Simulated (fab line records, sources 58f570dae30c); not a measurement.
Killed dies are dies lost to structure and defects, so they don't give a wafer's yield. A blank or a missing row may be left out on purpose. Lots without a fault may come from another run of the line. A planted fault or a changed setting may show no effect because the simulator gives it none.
Chamber matching | flow berkeley_cmos170 | UCB170_GATE_ETCH_15 on rie_si-01: 4 sister chambers
The step etches poly-Si in HBr/Cl2, stops on SiO2, time 56.3 s, target depth 278.2 nm. 8 wafers are shown with their chamber, then 7 later ones without.

WAFERS WITH THEIR CHAMBER
wafer  | chamber | drypump_motor_current_A (A) | throttle_valve_pct (%)
L596.1 | 3       | 5.10                        | 26.50
L596.3 | 2       | 5.31                        | 26.37
L598.6 | 2       | 5.30                        | 26.38
L600.4 | 1       | 5.63                        | 26.66
L602.3 | 1       | 5.63                        | 26.65
L602.5 | 0       | 5.73                        | 26.62
L608.2 | 0       | 5.76                        | 26.60
L608.4 | 3       | 5.12                        | 26.56

WAFERS WITHOUT THEIR CHAMBER
wafer  | drypump_motor_current_A (A) | throttle_valve_pct (%)
L608.6 | 5.30                        | 26.36
L614.2 | 5.28                        | 26.37
L614.4 | 5.73                        | 26.59
L614.5 | 5.61                        | 26.64
L615.3 | 5.28                        | 26.36
L615.5 | 5.28                        | 26.38
L615.6 | 5.10                        | 26.57

WHICH CHAMBER EACH WENT THROUGH
wafer  | from the rows above | in truth
L608.6 | 2                   | 2
L614.2 | 2                   | 2
L614.4 | 0                   | 0
L614.5 | 1                   | 1
L615.3 | 2                   | 2
L615.5 | 2                   | 2
L615.6 | 3                   | 3
Placed correctly: 7 of 7. Can't be placed from these rows: 0. Placed wrongly: 0.
How it was worked out, from the rows above alone: a wafer's distance from a chamber is the root of the sum, over the readings, of the square of ((its reading less the chamber's mean) divided by the reading's scatter). The wafer belongs to the nearest chamber; if the next one is less than 2 further off, it can't be placed. A chamber's mean is the mean of its shown wafers. The scatter: the root of (the sum of the squares of (reading less its chamber's mean) over the shown wafers, divided by (wafers less chambers)).
